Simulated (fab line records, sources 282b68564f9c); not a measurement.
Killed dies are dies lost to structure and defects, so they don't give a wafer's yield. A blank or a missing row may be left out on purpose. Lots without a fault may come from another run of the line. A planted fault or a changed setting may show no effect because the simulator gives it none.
fab line records | flow rit_cmos
record lots=6 wafers=17 last_day=7
route steps=202 shown SDANNEAL@155 PSD@157 NSD@158 PLDD@159 NLDD@160 SILICIDE@161 CONTACT@168 M1@202
lots that met no fault: from a run of the same line without faults
start_h: hours from the record's first day to the start of the lot's first wafer shown | wait_h: hours since the lot's step before | " the same as in the row above | L1.1+2: a row that stands for several wafers | - no value, or no start given | * or withheld: withheld | < > ~ a bound
route shown NAME@n: a module of which the file shows steps, and the number in the route of the first | usual: mean/standard deviation of fault-free wafers | same: alike in all rows | chamber/n: place in a boat | sites: the reading at each site | _std_site: their standard deviation | _edge_site: outer sites' mean less inner sites' | radius_mm: how far each site lies from the wafer's centre | mask NAME#n: copy n | behind: the tool/chamber that last shaped the wafer | hold: why the lot was held/for how many hours/how that ended | device: the transistor (n, p or np) that didn't switch | end of line: the same wafers' tests at the end of the route | a step without rows: its recipe alone | killed: dies lost to structure and defects at the first sort, not the wafer's yield | map: a wafer's dies, x killed, . not, _ none there
set.NAME: the setting as run; set.NAME@STEP: as run at that earlier step | model.NAME: the simulator's own value behind a step, which no gauge read
lots at some steps of the route; a table a step, a row a wafer
services: from which hour (start_h, from the record's first day; less than 0 if before it) a tool's chamber was out of use, for how many hours, and why
## steps
# step RIT_SDANNEAL_CLEAN_02
# recipe chemistry=SC2 mix=3:3:50 time_s=600 temp_c=75 dry=n2_spin
# step RIT_SDANNEAL_RTA_03
# recipe temp_c=1050 time_s=5 idle_temp_c=600 ramp_up_c_per_s=342 ramp_down_c_per_s=171 cool_to_c=600 ambient=N2
# usual wafer_temp_C_max=1053.6/1.3
# columns lot.wafer tool chamber start_h wait_h wafer_temp_C_max
L488.2 rtp_anneal-02 0 73.70 0.0 1053.2
L488.5 " 0 " " 1057.5
L488.6 " 0 " " 1051.3
L493.2 rtp_anneal-01 0 101.24 0.0 1053.4
L493.5 " 0 " " 1054.2
L493.6 " 0 " " 1051.7
L500.1 rtp_anneal-02 0 134.64 0.0 1052.2
L500.2 " 0 " " 1053.5
L502.1 rtp_anneal-02 0 142.89 0.0 1054.7
L502.2 " 0 " " 1054.0
L502.5 " 0 " " 1054.1
L505.1 rtp_anneal-01 0 158.25 0.0 1051.6
L505.2 " 0 " " 1052.0
L505.5 " 0 " " 1053.0
L507.2 rtp_anneal-01 0 169.32 0.0 1053.8
L507.3 " 0 " " 1052.1
L507.6 " 0 " " 1052.6
# step RIT_SDANNEAL_RS_MEAS_04
# recipe thk_meas_gauge=four-point-probe
# usual PSD_RS=115.93/0.3
# columns lot.wafer tool chamber start_h wait_h PSD_RS[ohm/sq]
L488.2 film_metro-02 - 73.77 0.1 116.28
L488.5 " - " " 115.87
L488.6 " - " " 116.10
L493.2 film_metro-02 - 101.30 0.1 115.96
L493.5 " - " " 115.87
L493.6 " - " " 115.84
L500.1 film_metro-01 - 134.70 0.0 115.75
L500.2 " - " " 115.72
L502.1 film_metro-04 - 142.95 0.0 115.59
L502.2 " - " " 116.05
L502.5 " - " " 115.74
L505.1 film_metro-01 - 158.31 0.0 116.10
L505.2 " - " " 115.87
L505.5 " - " " 116.12
L507.2 film_metro-02 - 169.39 0.1 115.45
L507.3 " - " " 115.59
L507.6 " - " " 115.85
# step RIT_SDANNEAL_RS_MEAS_05
# recipe thk_meas_gauge=four-point-probe
# usual NSD_RS=84.6/0.33
# columns lot.wafer tool chamber start_h wait_h NSD_RS[ohm/sq]
L488.2 film_metro-02 - 73.89 0.1 84.1
L488.5 " - " " 84.2
L488.6 " - " " 84.1
L493.2 film_metro-02 - 101.42 0.1 84.6
L493.5 " - " " 84.6
L493.6 " - " " 84.6
L500.1 film_metro-01 - 134.82 0.1 85.1
L500.2 " - " " 85.2
L502.1 film_metro-04 - 143.07 0.1 84.5
L502.2 " - " " 84.5
L502.5 " - " " 84.3
L505.1 film_metro-01 - 158.43 0.1 85.0
L505.2 " - " " 85.2
L505.5 " - " " 85.0
L507.2 film_metro-02 - 169.51 0.1 84.0
L507.3 " - " " 83.9
L507.6 " - " " 84.1
# step RIT_SDANNEAL_RS_MEAS_06
# recipe thk_meas_gauge=four-point-probe
# usual PLDD_RS=178.6/0.53
# columns lot.wafer tool chamber start_h wait_h PLDD_RS[ohm/sq]
L488.2 film_metro-02 - 74.01 0.1 178.5
L488.5 " - " " 178.6
L488.6 " - " " 178.3
L493.2 film_metro-02 - 101.54 0.1 178.9
L493.5 " - " " 179.1
L493.6 " - " " 178.8
L500.1 film_metro-01 - 134.94 0.1 178.6
L500.2 " - " " 178.8
L502.1 film_metro-04 - 143.19 0.1 178.8
L502.2 " - " " 178.4
L502.5 " - " " 179.0
L505.1 film_metro-01 - 158.55 0.1 179.3
L505.2 " - " " 179.3
L505.5 " - " " 179.1
L507.2 film_metro-02 - 169.63 0.1 177.9
L507.3 " - " " 178.2
L507.6 " - " " 178.2
# step RIT_SDANNEAL_RS_MEAS_07
# recipe thk_meas_gauge=four-point-probe
# usual NLDD_RS=151.6/0.54
# columns lot.wafer tool chamber start_h wait_h NLDD_RS[ohm/sq]
L488.2 film_metro-02 - 74.13 0.1 152.3
L488.5 " - " " 152.0
L488.6 " - " " 151.8
L493.2 film_metro-02 - 101.66 0.1 151.2
L493.5 " - " " 149.9
L493.6 " - " " 150.6
L500.1 film_metro-01 - 135.06 0.1 151.7
L500.2 " - " " 152.4
L502.1 film_metro-04 - 143.31 0.1 150.9
L502.2 " - " " 151.1
L502.5 " - " " 151.0
L505.1 film_metro-01 - 158.67 0.1 152.0
L505.2 " - " " 152.6
L505.5 " - " " 152.3
L507.2 film_metro-02 - 169.75 0.1 152.3
L507.3 " - " " 151.3
L507.6 " - " " 151.6
# step RIT_SILICIDE_WET_ETCH_00
# recipe chemistry=BOE target=SiO2 target_depth_nm=14 time_s=15 dry=n2_spin dilution=10:1 temp_c=21.5
# step RIT_SILICIDE_SPUTTER_01
# recipe material=Ti target_thk_nm=30 power_w=350 chamber_pressure_pa=0.667 gas=Ar time_s=240 substrate_temp_c=25
# usual throttle_valve_pct=30.2/1.1
# columns lot.wafer tool chamber start_h wait_h throttle_valve_pct
L488.2 pvd_sputter-02 - 74.25 0.0 31.8
L488.5 " - " " 30.5
L488.6 " - " " 29.2
L493.2 pvd_sputter-03 - 101.78 0.0 30.8
L493.5 " - " " 28.7
L493.6 " - " " 29.8
L500.1 pvd_sputter-03 - 135.19 0.0 31.9
L500.2 " - " " 31.2
L502.1 pvd_sputter-03 - 143.44 0.0 30.8
L502.2 " - " " 32.1
L502.5 " - " " 29.7
L505.1 pvd_sputter-02 - 158.80 0.0 29.2
L505.2 " - " " 31.6
L505.5 " - " " 29.3
L507.2 pvd_sputter-03 - 169.86 0.0 32.1
L507.3 " - " " 29.6
L507.6 " - " " 32.2
# step RIT_SILICIDE_RS_MEAS_02
# recipe thk_meas_gauge=four-point-probe reads=Ti_of_SILICIDE_SPUTTER_01
# usual SILICIDE_TI_RS=47.7/0.72
# columns lot.wafer tool chamber start_h wait_h SILICIDE_TI_RS[ohm/sq]
L488.2 film_metro-04 - 74.42 0.1 46.3
L488.5 " - " " 46.5
L488.6 " - " " 46.6
L493.2 film_metro-03 - 101.95 0.1 47.8
L493.5 " - " " 47.5
L493.6 " - " " 48.1
L500.1 film_metro-02 - 135.34 0.1 49.4
L500.2 " - " " 48.4
L502.1 film_metro-02 - 143.59 0.1 48.2
L502.2 " - " " 49.1
L502.5 " - " " 48.1
L505.1 film_metro-03 - 158.95 0.1 47.0
L505.2 " - " " 47.5
L505.5 " - " " 47.2
L507.2 film_metro-03 - 170.03 0.1 47.9
L507.3 " - " " 47.6
L507.6 " - " " 48.4
# step RIT_SILICIDE_THK_MEAS_03
# recipe thk_meas_gauge=xrf reads=Ti_of_SILICIDE_SPUTTER_01
# usual SILICIDE_TI_THK=29.6/0.39
# columns lot.wafer tool chamber start_h wait_h SILICIDE_TI_THK[nm]
L488.2 film_metro-04 - 74.53 0.1 30.4
L488.5 " - " " 30.2
L488.6 " - " " 30.2
L493.2 film_metro-03 - 102.06 0.1 29.5
L493.5 " - " " 29.7
L493.6 " - " " 29.4
L500.1 film_metro-02 - 135.46 0.1 28.8
L500.2 " - " " 29.2
L502.1 film_metro-02 - 143.71 0.1 29.2
L502.2 " - " " 28.9
L502.5 " - " " 29.5
L505.1 film_metro-03 - 159.07 0.1 30.0
L505.2 " - " " 29.6
L505.5 " - " " 29.8
L507.2 film_metro-03 - 170.14 0.1 29.4
L507.3 " - " " 29.9
L507.6 " - " " 29.4
# step RIT_SILICIDE_RTA_04
# recipe temp_c=650 time_s=10 idle_temp_c=25 ramp_up_s=5 ramp_down_s=5 cool_to_c=25 ambient=N2
# usual wafer_temp_C_max=652.2/0.52
# columns lot.wafer tool chamber start_h wait_h wafer_temp_C_max
L488.2 rtp_anneal-01 0 74.59 0.1 652.0
L488.5 " 0 " " 652.4
L488.6 " 0 " " 652.4
L493.2 rtp_anneal-02 0 102.12 0.1 652.0
L493.5 " 0 " " 651.6
L493.6 " 0 " " 651.5
L500.1 rtp_anneal-01 0 135.52 0.1 651.7
L500.2 " 0 " " 652.6
L502.1 rtp_anneal-01 0 143.77 0.1 651.7
L502.2 " 0 " " 651.6
L502.5 " 0 " " 651.8
L505.1 rtp_anneal-02 0 159.13 0.1 652.0
L505.2 " 0 " " 652.6
L505.5 " 0 " " 653.3
L507.2 rtp_anneal-02 0 170.20 0.1 652.4
L507.3 " 0 " " 652.7
L507.6 " 0 " " 653.2
# step RIT_SILICIDE_WET_ETCH_05
# recipe chemistry=SPM target=Ti temp_c=90 time_s=120 dry=n2_spin
# step RIT_SILICIDE_RTA_06
# recipe temp_c=750 time_s=10 idle_temp_c=25 ramp_up_s=5 ramp_down_s=10 cool_to_c=25 ambient=N2
# usual wafer_temp_C_max=752.5/0.6
# columns lot.wafer tool chamber start_h wait_h wafer_temp_C_max
L488.2 rtp_anneal-02 0 74.69 0.0 753.0
L488.5 " 0 " " 752.2
L488.6 " 0 " " 755.0
L493.2 rtp_anneal-01 0 102.23 0.0 751.9
L493.5 " 0 " " 751.9
L493.6 " 0 " " 752.2
L500.1 rtp_anneal-02 0 135.63 0.0 750.0
L500.2 " 0 " " 750.0
L502.1 rtp_anneal-02 0 143.88 0.0 750.0
L502.2 " 0 " " 749.1
L502.5 " 0 " " 749.9
L505.1 rtp_anneal-01 0 159.24 0.0 751.9
L505.2 " 0 " " 752.3
L505.5 " 0 " " 752.5
L507.2 rtp_anneal-01 0 170.31 0.0 751.9
L507.3 " 0 " " 751.8
L507.6 " 0 " " 751.9
# step RIT_CONTACT_CVD_00
# recipe material=SiO2 target_thk_nm=400 precursor=TEOS temp_c=390 time_s=61 rf_w=400
# usual heater_power_w=313/45
# columns lot.wafer tool chamber start_h wait_h heater_power_w
L488.2 pecvd-03 0 74.75 0.0 256
L488.5 " 0 " " 260
L488.6 " 2 " " 399
L493.2 pecvd-03 1 102.28 0.0 322
L493.5 " 0 " " 264
L493.6 " 2 " " 380
L500.1 pecvd-02 1 135.69 0.1 354
L500.2 " 0 " " 374
L502.1 pecvd-03 2 143.95 0.1 409
L502.2 " 1 " " 302
L502.5 " 0 " " 262
L505.1 pecvd-03 1 159.31 0.1 249
L505.2 " 0 " " 229
L505.5 " 2 " " 411
L507.2 pecvd-01 0 170.36 0.0 251
L507.3 " 1 " " 271
L507.6 " 2 " " 317
# step RIT_M1_PROBE_99
# usual killed_at_front_end=6.8/2.7 killed_dies=6.8/2.7 killed_open=3.4/1.8 killed_short=3.5/1.7
# same gross_dies=264 killed_at_M0_to_M3=0 killed_at_M4_up=0 killed_at_back_side=0 killed_at_contacts=0 killed_at_other=0
# columns lot.wafer tool chamber start_h wait_h killed_at_front_end killed_dies killed_open killed_short
L500.1 prober-01 - 142.10 0.1 8 8 4 4
L500.2 prober-01 - 142.15 0.1 1 1 0 1
L505.1 prober-02 - 165.93 0.1 8 8 4 4
L505.2 prober-02 - 165.98 0.1 7 7 1 6
L505.5 prober-02 - 166.13 0.2 3 3 2 1
L507.2 prober-02 - 176.93 0.1 6 6 6 0
L507.3 prober-02 - 176.98 0.2 5 5 1 4
L507.6 prober-02 - 177.13 0.2 9 9 7 2
# killed by level:class
L500.1 SPACER:geometric_particle:short=2 SILICIDE:geometric_particle:open=2 FOX1:geometric_particle:open=1 GATE:geometric_particle:short=1 GATE:geometric_particle:open=1 SILICIDE:geometric_particle:short=1
L500.2 SPACER:geometric_particle:short=1
L505.1 GATE:geometric_particle:open=3 REOX:geometric_particle:short=2 FOX1:geometric_particle:short=1 SILICIDE:geometric_particle:short=1 SILICIDE:geometric_particle:open=1
L505.2 FOX2:geometric_particle:short=4 GATE:geometric_particle:short=1 SILICIDE:geometric_particle:short=1 SILICIDE:geometric_particle:open=1
L505.5 REOX:geometric_particle:open=2 REOX:geometric_particle:short=1
L507.2 SPACER:geometric_particle:open=2 SILICIDE:geometric_particle:open=2 FOX2:geometric_particle:open=1 GATE:geometric_particle:open=1
L507.3 REOX:geometric_particle:short=3 SILICIDE:geometric_particle:short=1 SILICIDE:geometric_particle:open=1
L507.6 GATE:geometric_particle:open=2 REOX:geometric_particle:short=2 FOX1:geometric_particle:open=1 FOX2:geometric_particle:open=1 REOX:geometric_particle:open=1 SPACER:geometric_particle:open=1 SILICIDE:geometric_particle:open=1
## services
# columns tool chamber start_h hours kind
pecvd-02 - 52.59 14.6 pm
pecvd-03 0 55.32 4.3 repair
pecvd-03 - 57.99 2.8 pm
rtp_anneal-01 - 66.52 0.7 pm
pecvd-01 - 67.24 0.8 repair
pecvd-01 - 71.22 28.1 pm
pecvd-03 - 128.55 0.3 repair
pvd_sputter-02 - 129.59 12.5 repair
pvd_sputter-03 - 139.66 2.1 repair
pvd_sputter-02 - 142.72 5.9 repair
pvd_sputter-03 - 148.31 17.6 repair
## key
first_sign step=RIT_SILICIDE_RTA_06 reading=wafer_temp_C_max direction=down sigmas=4.6 usual=* struck=*
effect none on later readings
met_at RIT_SILICIDE_RTA_06
struck_wafers L500.1,L500.2,L502.1,L502.2,L502.5
tester_left_out L500,L502
onset_between 74.69 135.63
fault kind=process_parameter_drift tool=rtp_anneal-02 chamber=- onset_h=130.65 steps=RIT_SILICIDE_RTA_06 channel=temp_c offset=* shape=step end_h=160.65 acts_in=* stated=*
# tester_left_out: of these lots the tester's yield and bins aren't shown, on N5 and GAA mostly nor the transistor test; their killed dies are dies lost to structure and defects alone, not to doping, threshold or leakage, so they don't give the yield
